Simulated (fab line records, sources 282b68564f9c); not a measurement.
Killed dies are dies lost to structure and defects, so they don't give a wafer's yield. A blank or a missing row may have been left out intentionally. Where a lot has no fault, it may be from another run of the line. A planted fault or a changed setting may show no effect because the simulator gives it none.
fab line records || flow rit-cmos
[record] {"lots": 5, "wafers": 23}
route steps=202 shown M1@196
start-h: start of the lot's first displayed wafer, in hours after the record's first day || wait-h: time in hours since the lot's previous step || " unchanged from the row above || L1.1+2: one row covering several wafers at once || - no value, or no start was given || * or withheld: withheld || < > ~ a bound
route shown NAME@n: NAME is a module with steps in the file, n the number in the route of the first one || usual: mean/standard deviation taken from wafers without a fault || same: alike in all rows || chamber/n: place in a boat || sites: per-site readings || _std_site: the values' standard deviation || _edge_site: mean of outer sites minus mean of inner sites || radius-mm: for every site, how far away it sits from the centre of the wafer || mask NAME#n: copy n || behind: the most recent tool/chamber to have shaped the wafer || hold: cause of the lot's hold/its duration in hours/its outcome || device: whichever transistor did not switch (one of n, p or np) || end of line: tests run on the same wafers once the route is complete || a step with no rows: only its recipe || killed: the dies lost at the first sort to structure and to defects; this is not the yield of the wafer || map: a wafer's dies, marking killed ones x, the rest . and places with no die _
set.NAME: setting as actually run; set.NAME@STEP: the setting as run at that earlier step || model.NAME: the simulator's own value behind a step, which no gauge read
lots with deliberately changed settings; one table per step, one row per wafer
[[steps]]
[step RIT_M1_METAL_ETCH_12]
[recipe] {"stop-on": "SiO2", "chemistry": "Cl2/BCl3", "target": "Al", "time-s": 165, "over-etch-frac": 0.5, "pressure-mtorr": 100, "target-depth-a": 6000, "rf-w": 250, "Cl2_flow_sccm": 60, "bcl3-flow-sccm": 50}
{"lot.wafer": "L075.1", "tool": "rie-metal-01", "chamber": 1, "start-h": 62.90, "wait-h": 0.2, "set.time-s": 165, "set.time-s@CONTACT_CVD_00": 61, "set.resist-thk-nm@M1_COAT_04": 1377, "model.SiO2_of_CONTACT_CVD_00.thk-nm": 364.9, "model.NOVOLAK_of_M1_COAT_04.thk-nm": 870}
{"lot.wafer": "L075.2", "tool": "rie-metal-01", "chamber": 1, "start-h": 62.90, "wait-h": 0.2, "set.time-s": 165, "set.time-s@CONTACT_CVD_00": 69.82, "set.resist-thk-nm@M1_COAT_04": 1377, "model.SiO2_of_CONTACT_CVD_00.thk-nm": 425.1, "model.NOVOLAK_of_M1_COAT_04.thk-nm": 872.9}
{"lot.wafer": "L075.4", "tool": "rie-metal-01", "chamber": 1, "start-h": 62.90, "wait-h": 0.2, "set.time-s": 165, "set.time-s@CONTACT_CVD_00": 61, "set.resist-thk-nm@M1_COAT_04": 1300, "model.SiO2_of_CONTACT_CVD_00.thk-nm": 373.4, "model.NOVOLAK_of_M1_COAT_04.thk-nm": 805.6}
{"lot.wafer": "L075.5", "tool": "rie-metal-01", "chamber": 1, "start-h": 62.90, "wait-h": 0.2, "set.time-s": 165, "set.time-s@CONTACT_CVD_00": 69.82, "set.resist-thk-nm@M1_COAT_04": 1300, "model.SiO2_of_CONTACT_CVD_00.thk-nm": 432.9, "model.NOVOLAK_of_M1_COAT_04.thk-nm": 808.4}
{"lot.wafer": "L075.6", "tool": "rie-metal-01", "chamber": 1, "start-h": 62.90, "wait-h": 0.2, "set.time-s": 165, "set.time-s@CONTACT_CVD_00": 69.82, "set.resist-thk-nm@M1_COAT_04": 1300, "model.SiO2_of_CONTACT_CVD_00.thk-nm": 432.2, "model.NOVOLAK_of_M1_COAT_04.thk-nm": 808.7}
{"lot.wafer": "L078.1", "tool": "rie-metal-01", "chamber": 0, "start-h": 79.04, "wait-h": 0.2, "set.time-s": 165, "set.time-s@CONTACT_CVD_00": 69.78, "set.resist-thk-nm@M1_COAT_04": 1234, "model.SiO2_of_CONTACT_CVD_00.thk-nm": 424.4, "model.NOVOLAK_of_M1_COAT_04.thk-nm": 754.1}
{"lot.wafer": "L078.2", "tool": "rie-metal-01", "chamber": 1, "start-h": 79.04, "wait-h": 0.2, "set.time-s": 165, "set.time-s@CONTACT_CVD_00": 61, "set.resist-thk-nm@M1_COAT_04": 1234, "model.SiO2_of_CONTACT_CVD_00.thk-nm": 366.9, "model.NOVOLAK_of_M1_COAT_04.thk-nm": 756.9}
{"lot.wafer": "L078.3", "tool": "rie-metal-01", "chamber": 0, "start-h": 79.04, "wait-h": 0.2, "set.time-s": 145.7, "set.time-s@CONTACT_CVD_00": 61, "set.resist-thk-nm@M1_COAT_04": 1300, "model.SiO2_of_CONTACT_CVD_00.thk-nm": 364.7, "model.NOVOLAK_of_M1_COAT_04.thk-nm": 849.6}
{"lot.wafer": "L078.5", "tool": "rie-metal-01", "chamber": 1, "start-h": 79.04, "wait-h": 0.2, "set.time-s": 165, "set.time-s@CONTACT_CVD_00": 69.78, "set.resist-thk-nm@M1_COAT_04": 1300, "model.SiO2_of_CONTACT_CVD_00.thk-nm": 424.5, "model.NOVOLAK_of_M1_COAT_04.thk-nm": 814.7}
{"lot.wafer": "L078.6", "tool": "rie-metal-01", "chamber": 0, "start-h": 79.04, "wait-h": 0.2, "set.time-s": 145.7, "set.time-s@CONTACT_CVD_00": 69.78, "set.resist-thk-nm@M1_COAT_04": 1300, "model.SiO2_of_CONTACT_CVD_00.thk-nm": 429.1, "model.NOVOLAK_of_M1_COAT_04.thk-nm": 850.2}
{"lot.wafer": "L081.1", "tool": "rie-metal-01", "chamber": 0, "start-h": 92.94, "wait-h": 0.2, "set.time-s": 165, "set.time-s@CONTACT_CVD_00": 61, "set.resist-thk-nm@M1_COAT_04": 1300, "model.SiO2_of_CONTACT_CVD_00.thk-nm": 361.4, "model.NOVOLAK_of_M1_COAT_04.thk-nm": 815.7}
{"lot.wafer": "L081.3", "tool": "rie-metal-01", "chamber": 1, "start-h": 92.94, "wait-h": 0.2, "set.time-s": 165, "set.time-s@CONTACT_CVD_00": 61, "set.resist-thk-nm@M1_COAT_04": 1300, "model.SiO2_of_CONTACT_CVD_00.thk-nm": 360.5, "model.NOVOLAK_of_M1_COAT_04.thk-nm": 809.6}
{"lot.wafer": "L081.6", "tool": "rie-metal-01", "chamber": 0, "start-h": 92.94, "wait-h": 0.2, "set.time-s": 165, "set.time-s@CONTACT_CVD_00": 61, "set.resist-thk-nm@M1_COAT_04": 1300, "model.SiO2_of_CONTACT_CVD_00.thk-nm": 369.7, "model.NOVOLAK_of_M1_COAT_04.thk-nm": 813.2}
{"lot.wafer": "L084.1", "tool": "rie-metal-01", "chamber": 0, "start-h": 107.36, "wait-h": 0.2, "set.time-s": 184.5, "set.time-s@CONTACT_CVD_00": 61, "set.resist-thk-nm@M1_COAT_04": 1300, "model.SiO2_of_CONTACT_CVD_00.thk-nm": 358.2, "model.NOVOLAK_of_M1_COAT_04.thk-nm": 764.3}
{"lot.wafer": "L084.2", "tool": "rie-metal-01", "chamber": 1, "start-h": 107.36, "wait-h": 0.2, "set.time-s": 184.5, "set.time-s@CONTACT_CVD_00": 55.96, "set.resist-thk-nm@M1_COAT_04": 1300, "model.SiO2_of_CONTACT_CVD_00.thk-nm": 323.5, "model.NOVOLAK_of_M1_COAT_04.thk-nm": 769.9}
{"lot.wafer": "L084.3", "tool": "rie-metal-01", "chamber": 1, "start-h": 107.36, "wait-h": 0.2, "set.time-s": 184.5, "set.time-s@CONTACT_CVD_00": 61, "set.resist-thk-nm@M1_COAT_04": 1300, "model.SiO2_of_CONTACT_CVD_00.thk-nm": 358.1, "model.NOVOLAK_of_M1_COAT_04.thk-nm": 765.5}
{"lot.wafer": "L084.4", "tool": "rie-metal-01", "chamber": 0, "start-h": 107.36, "wait-h": 0.2, "set.time-s": 165, "set.time-s@CONTACT_CVD_00": 55.96, "set.resist-thk-nm@M1_COAT_04": 1300, "model.SiO2_of_CONTACT_CVD_00.thk-nm": 337.9, "model.NOVOLAK_of_M1_COAT_04.thk-nm": 804.5}
{"lot.wafer": "L084.6", "tool": "rie-metal-01", "chamber": 1, "start-h": 107.36, "wait-h": 0.2, "set.time-s": 165, "set.time-s@CONTACT_CVD_00": 55.96, "set.resist-thk-nm@M1_COAT_04": 1300, "model.SiO2_of_CONTACT_CVD_00.thk-nm": 336.9, "model.NOVOLAK_of_M1_COAT_04.thk-nm": 801.4}
{"lot.wafer": "L085.1", "tool": "rie-metal-02", "chamber": 0, "start-h": 115.00, "wait-h": 0.2, "set.time-s": 165, "set.time-s@CONTACT_CVD_00": 61, "set.resist-thk-nm@M1_COAT_04": 1328, "model.SiO2_of_CONTACT_CVD_00.thk-nm": 361.5, "model.NOVOLAK_of_M1_COAT_04.thk-nm": 825.5}
{"lot.wafer": "L085.3", "tool": "rie-metal-02", "chamber": 0, "start-h": 115.00, "wait-h": 0.2, "set.time-s": 154.8, "set.time-s@CONTACT_CVD_00": 61, "set.resist-thk-nm@M1_COAT_04": 1300, "model.SiO2_of_CONTACT_CVD_00.thk-nm": 362.8, "model.NOVOLAK_of_M1_COAT_04.thk-nm": 824.4}
{"lot.wafer": "L085.4", "tool": "rie-metal-02", "chamber": 1, "start-h": 115.00, "wait-h": 0.2, "set.time-s": 154.8, "set.time-s@CONTACT_CVD_00": 61, "set.resist-thk-nm@M1_COAT_04": 1300, "model.SiO2_of_CONTACT_CVD_00.thk-nm": 372.1, "model.NOVOLAK_of_M1_COAT_04.thk-nm": 830.8}
{"lot.wafer": "L085.5", "tool": "rie-metal-02", "chamber": 0, "start-h": 115.00, "wait-h": 0.2, "set.time-s": 165, "set.time-s@CONTACT_CVD_00": 61, "set.resist-thk-nm@M1_COAT_04": 1300, "model.SiO2_of_CONTACT_CVD_00.thk-nm": 369, "model.NOVOLAK_of_M1_COAT_04.thk-nm": 803.2}
{"lot.wafer": "L085.6", "tool": "rie-metal-02", "chamber": 1, "start-h": 115.00, "wait-h": 0.2, "set.time-s": 154.8, "set.time-s@CONTACT_CVD_00": 61, "set.resist-thk-nm@M1_COAT_04": 1328, "model.SiO2_of_CONTACT_CVD_00.thk-nm": 370.5, "model.NOVOLAK_of_M1_COAT_04.thk-nm": 847.4}
[step RIT_M1_STRIP_13]
[recipe] {"chemistry": "nmp", "resist": "NOVOLAK", "temp-c": 80, "time-s": 600, "dry": "n2-spin"}
[step RIT_M1_STRIP_14]
[recipe] {"chemistry": "O2", "time-s": 180, "platen-temp-c": "withheld", "power-w": 500, "pressure-mtorr": 4000, "o2-flow-sccm": 4000}
[step RIT_M1_CD_MEAS_90]
[recipe] {"target-cd-nm": 2600}
[usual] {"cd-nm": "2599.7/2.7"}
{"lot.wafer": "L075.1", "tool": "cd-sem-01", "chamber": "-", "start-h": 63.58, "wait-h": 0.1, "set.resist-thk-nm@M1_COAT_04": 1377, "cd-nm": 2605.9}
{"lot.wafer": "L075.2", "tool": "cd-sem-01", "chamber": "-", "start-h": 63.58, "wait-h": 0.1, "set.resist-thk-nm@M1_COAT_04": 1377, "cd-nm": 2604.7}
{"lot.wafer": "L075.4", "tool": "cd-sem-01", "chamber": "-", "start-h": 63.58, "wait-h": 0.1, "set.resist-thk-nm@M1_COAT_04": 1300, "cd-nm": 2598.4}
{"lot.wafer": "L075.5", "tool": "cd-sem-01", "chamber": "-", "start-h": 63.58, "wait-h": 0.1, "set.resist-thk-nm@M1_COAT_04": 1300, "cd-nm": 2599.3}
{"lot.wafer": "L075.6", "tool": "cd-sem-01", "chamber": "-", "start-h": 63.58, "wait-h": 0.1, "set.resist-thk-nm@M1_COAT_04": 1300, "cd-nm": 2599.8}
{"lot.wafer": "L078.1", "tool": "cd-sem-02", "chamber": "-", "start-h": 79.56, "wait-h": 0.1, "set.resist-thk-nm@M1_COAT_04": 1234, "cd-nm": 2599.6}
{"lot.wafer": "L078.2", "tool": "cd-sem-02", "chamber": "-", "start-h": 79.56, "wait-h": 0.1, "set.resist-thk-nm@M1_COAT_04": 1234, "cd-nm": 2597.1}
{"lot.wafer": "L078.3", "tool": "cd-sem-02", "chamber": "-", "start-h": 79.56, "wait-h": 0.1, "set.resist-thk-nm@M1_COAT_04": 1300, "cd-nm": 2605.6}
{"lot.wafer": "L078.5", "tool": "cd-sem-02", "chamber": "-", "start-h": 79.56, "wait-h": 0.1, "set.resist-thk-nm@M1_COAT_04": 1300, "cd-nm": 2603.4}
{"lot.wafer": "L078.6", "tool": "cd-sem-02", "chamber": "-", "start-h": 79.56, "wait-h": 0.1, "set.resist-thk-nm@M1_COAT_04": 1300, "cd-nm": 2605.6}
{"lot.wafer": "L081.1", "tool": "cd-sem-01", "chamber": "-", "start-h": 93.46, "wait-h": 0.1, "set.resist-thk-nm@M1_COAT_04": 1300, "cd-nm": 2600.1}
{"lot.wafer": "L081.3", "tool": "cd-sem-01", "chamber": "-", "start-h": 93.46, "wait-h": 0.1, "set.resist-thk-nm@M1_COAT_04": 1300, "cd-nm": 2598.9}
{"lot.wafer": "L081.6", "tool": "cd-sem-01", "chamber": "-", "start-h": 93.46, "wait-h": 0.1, "set.resist-thk-nm@M1_COAT_04": 1300, "cd-nm": 2600.7}
{"lot.wafer": "L084.1", "tool": "cd-sem-02", "chamber": "-", "start-h": 107.87, "wait-h": 0.1, "set.resist-thk-nm@M1_COAT_04": 1300, "cd-nm": 2596.1}
{"lot.wafer": "L084.2", "tool": "cd-sem-02", "chamber": "-", "start-h": 107.87, "wait-h": 0.1, "set.resist-thk-nm@M1_COAT_04": 1300, "cd-nm": 2598.0}
{"lot.wafer": "L084.3", "tool": "cd-sem-02", "chamber": "-", "start-h": 107.87, "wait-h": 0.1, "set.resist-thk-nm@M1_COAT_04": 1300, "cd-nm": 2598.1}
{"lot.wafer": "L084.4", "tool": "cd-sem-02", "chamber": "-", "start-h": 107.87, "wait-h": 0.1, "set.resist-thk-nm@M1_COAT_04": 1300, "cd-nm": 2600.1}
{"lot.wafer": "L084.6", "tool": "cd-sem-02", "chamber": "-", "start-h": 107.87, "wait-h": 0.1, "set.resist-thk-nm@M1_COAT_04": 1300, "cd-nm": 2601.2}
{"lot.wafer": "L085.1", "tool": "cd-sem-02", "chamber": "-", "start-h": 115.53, "wait-h": 0.1, "set.resist-thk-nm@M1_COAT_04": 1328, "cd-nm": 2598.9}
{"lot.wafer": "L085.3", "tool": "cd-sem-02", "chamber": "-", "start-h": 115.53, "wait-h": 0.1, "set.resist-thk-nm@M1_COAT_04": 1300, "cd-nm": 2598.5}
{"lot.wafer": "L085.4", "tool": "cd-sem-02", "chamber": "-", "start-h": 115.53, "wait-h": 0.1, "set.resist-thk-nm@M1_COAT_04": 1300, "cd-nm": 2600.1}
{"lot.wafer": "L085.5", "tool": "cd-sem-02", "chamber": "-", "start-h": 115.53, "wait-h": 0.1, "set.resist-thk-nm@M1_COAT_04": 1300, "cd-nm": 2597.9}
{"lot.wafer": "L085.6", "tool": "cd-sem-02", "chamber": "-", "start-h": 115.53, "wait-h": 0.1, "set.resist-thk-nm@M1_COAT_04": 1328, "cd-nm": 2603.3}
[step RIT_M1_ANNEAL_15]
[recipe] {"temp-c": 450, "time-s": 1800, "ambient": "forming_gas_H2N2"}
[step RIT_M1_PROBE_99]
{"lot.wafer": "L075.1", "tool": "prober-02", "chamber": "-", "start-h": 65.32, "wait-h": 0.1, "set.dev-temp-c@GATE_DEVELOP_15": 20.15, "model.etest.nmos_0p15.r-on-ohm-um": 957.8}
{"lot.wafer": "L075.4", "tool": "prober-02", "chamber": "-", "start-h": 65.47, "wait-h": 0.2, "set.dev-temp-c@GATE_DEVELOP_15": 23, "model.etest.nmos_0p15.r-on-ohm-um": 1091}
{"lot.wafer": "L075.5", "tool": "prober-02", "chamber": "-", "start-h": 65.52, "wait-h": 0.2, "set.dev-temp-c@GATE_DEVELOP_15": 20.15, "model.etest.nmos_0p15.r-on-ohm-um": 961.3}
{"lot.wafer": "L075.6", "tool": "prober-02", "chamber": "-", "start-h": 65.57, "wait-h": 0.2, "set.dev-temp-c@GATE_DEVELOP_15": 20.15, "model.etest.nmos_0p15.r-on-ohm-um": 973}
{"lot.wafer": "L078.1+2+6", "tool": "prober-01", "chamber": "-", "start-h": 81.30, "wait-h": 0.1, "set.dev-temp-c@GATE_DEVELOP_15": 24.07, "model.etest.nmos_0p15.r-on-ohm-um": "-"}
{"lot.wafer": "L078.3+5", "tool": "prober-01", "chamber": "-", "start-h": 81.40, "wait-h": 0.2, "set.dev-temp-c@GATE_DEVELOP_15": 23, "model.etest.nmos_0p15.r-on-ohm-um": "-"}
{"lot.wafer": "L081.1", "tool": "prober-02", "chamber": "-", "start-h": 95.20, "wait-h": 0.1, "set.dev-temp-c@GATE_DEVELOP_15": 23, "model.etest.nmos_0p15.r-on-ohm-um": 1168}
{"lot.wafer": "L081.3", "tool": "prober-02", "chamber": "-", "start-h": 95.30, "wait-h": 0.2, "set.dev-temp-c@GATE_DEVELOP_15": 23, "model.etest.nmos_0p15.r-on-ohm-um": 1172}
{"lot.wafer": "L081.6", "tool": "prober-02", "chamber": "-", "start-h": 95.45, "wait-h": 0.2, "set.dev-temp-c@GATE_DEVELOP_15": 23, "model.etest.nmos_0p15.r-on-ohm-um": 1163}
{"lot.wafer": "L084.1", "tool": "prober-01", "chamber": "-", "start-h": 109.61, "wait-h": 0.1, "set.dev-temp-c@GATE_DEVELOP_15": 25.58, "model.etest.nmos_0p15.r-on-ohm-um": 1295}
{"lot.wafer": "L084.2", "tool": "prober-01", "chamber": "-", "start-h": 109.66, "wait-h": 0.1, "set.dev-temp-c@GATE_DEVELOP_15": 23, "model.etest.nmos_0p15.r-on-ohm-um": 1145}
{"lot.wafer": "L084.3", "tool": "prober-01", "chamber": "-", "start-h": 109.71, "wait-h": 0.2, "set.dev-temp-c@GATE_DEVELOP_15": 25.58, "model.etest.nmos_0p15.r-on-ohm-um": 1367}
{"lot.wafer": "L084.4", "tool": "prober-01", "chamber": "-", "start-h": 109.76, "wait-h": 0.2, "set.dev-temp-c@GATE_DEVELOP_15": 23, "model.etest.nmos_0p15.r-on-ohm-um": 1169}
{"lot.wafer": "L084.6", "tool": "prober-01", "chamber": "-", "start-h": 109.86, "wait-h": 0.2, "set.dev-temp-c@GATE_DEVELOP_15": 23, "model.etest.nmos_0p15.r-on-ohm-um": 1151}
{"lot.wafer": "L085.1", "tool": "prober-02", "chamber": "-", "start-h": 117.27, "wait-h": 0.1, "set.dev-temp-c@GATE_DEVELOP_15": 23, "model.etest.nmos_0p15.r-on-ohm-um": 990.2}
{"lot.wafer": "L085.3", "tool": "prober-02", "chamber": "-", "start-h": 117.37, "wait-h": 0.2, "set.dev-temp-c@GATE_DEVELOP_15": 23, "model.etest.nmos_0p15.r-on-ohm-um": 904}
{"lot.wafer": "L085.4", "tool": "prober-02", "chamber": "-", "start-h": 117.42, "wait-h": 0.2, "set.dev-temp-c@GATE_DEVELOP_15": 23, "model.etest.nmos_0p15.r-on-ohm-um": 976.1}
{"lot.wafer": "L085.5", "tool": "prober-02", "chamber": "-", "start-h": 117.47, "wait-h": 0.2, "set.dev-temp-c@GATE_DEVELOP_15": 23, "model.etest.nmos_0p15.r-on-ohm-um": 954.9}
{"lot.wafer": "L085.6", "tool": "prober-02", "chamber": "-", "start-h": 117.52, "wait-h": 0.2, "set.dev-temp-c@GATE_DEVELOP_15": 23, "model.etest.nmos_0p15.r-on-ohm-um": 1034}
// killed by level:class
L081.1 SPACER:geometric-particle:short=3 GATE:geometric-particle:short=2 GATE:geometric-particle:open=2 FOX1:geometric-particle:open=1 REOX:geometric-particle:open=1 SILICIDE:geometric-particle:short=1
L081.3 GATE:geometric-particle:open=2 SILICIDE:geometric-particle:open=2 FOX1:geometric-particle:open=1 FOX1:geometric-particle:short=1 SPACER:geometric-particle:short=1 SILICIDE:geometric-particle:short=1
L081.6 SILICIDE:geometric-particle:short=4 FOX1:geometric-particle:open=1 FOX1:geometric-particle:short=1 GATE:geometric-particle:open=1 GATE:geometric-particle:short=1 REOX:geometric-particle:open=1 SPACER:geometric-particle:open=1 CONTACT:geometric-particle:open=1
[[key]]
[split] {"step": "RIT_M1_METAL_ETCH_12", "setting": "time-s", "stated": 165, "by": "wafer"}
[response] {"step": "RIT_M1_METAL_ETCH_12", "reading": "model.NOVOLAK_of_M1_COAT_04.thk-nm", "slope": -3.24, "per": "1%", "together-with": "resist-thk-nm@M1_COAT_04", "explained": 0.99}
split outside-this-file step=RIT_GATE_DEVELOP_15 setting=dev-temp-c
split outside-this-file step=RIT_CONTACT_CVD_00 setting=time-s
split outside-this-file step=RIT_M1_COAT_04 setting=resist-thk-nm
// split outside-this-file: this setting was split too, and the file shows its column; the key of that split is in another file
